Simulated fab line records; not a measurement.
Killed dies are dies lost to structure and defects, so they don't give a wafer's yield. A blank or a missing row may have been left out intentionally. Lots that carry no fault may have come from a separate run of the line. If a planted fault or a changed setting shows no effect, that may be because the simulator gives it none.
Code-filled problem report in 8D (eight disciplines) form	flow rit-cmos	the parts of the form that need people (team, actions taken, sign-off) are left out

## 1. THE ISSUE
tilt-deg at RIT_NWELL_IMPLANT_08 reads a mean of 5.960 degrees on 6 wafers of 2 lots; wafers without a fault read 6.999 degrees with a standard deviation of 0.02. Measured from the usual mean, that is -52 standard deviations.
Earliest sighting: wafer L319.1 on implanter-03 at day 4 16:22. Wafers with a number at this step in the record: 42, from 14 lots. By rule, "out" or "out of limits" means more than 4 standard deviations away from the usual mean. Any other wafer with a number is counted as sound.

## 2. WHAT IT IS AND WHAT IT IS NOT
question	is	is not
which readings at this step	tilt-deg	-
which lots	L319, L324	L306, L308, L311, L312, L313, L314, L315, L317, L320, L326, L328, L329
which wafers of those lots	all that have a number	-
read on which tools	implanter-03	implanter-01, implanter-02
when	from day 4 16:22	up to then (24 sound wafers); but 12 sound wafers of L320, L326, L328, L329 came after

## 3. SUSPECTS, AND WHAT RULES EACH OUT
Counting: a tool stays on the suspect list if, at a process step up to the reading, it processed all lots that are out and no sound lot following the first of them.
- implanter-03 at RIT_NWELL_IMPLANT_08: kept. It processed each lot that is out, first L319 at day 4 16:22, and no sound lot thereafter; up to then, the last sound lot it processed was L315 at day 3 19:56. Out on those wafers are its own readings of tilt-deg.
After counting, what remains is implanter-03 at RIT_NWELL_IMPLANT_08.

## 4. THE CAUSE (what the simulator had put in)
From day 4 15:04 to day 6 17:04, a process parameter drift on implanter-03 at RIT_NWELL_IMPLANT_08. Setting tilt-deg shifted by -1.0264 from 7. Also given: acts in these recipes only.
Only this tool survived the counting.

## 5. THE EFFECT CHAIN, in route order
One row per reading whose mean, taken over the struck wafers that have a number, lies over 3 standard deviations from the usual. Scope: only readings with a usual standard deviation given in the record; hours: median across lots of the time from each lot's start at the first step in this table that gives one to its start at this step; sigmas: change in usual standard deviations.
hours	step	reading	usual	on struck wafers	change	sigmas
0	RIT_NWELL_IMPLANT_08	tilt-deg	6.999 degrees	5.960	-1.039	-52
Its process steps:
- RIT_NWELL_IMPLANT_08

## 6. WHAT WOULD HAVE CAUGHT IT SOONER
In this record the first reading out of limits was taken at day 4 16:22, 1 hour after the fault began at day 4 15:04.
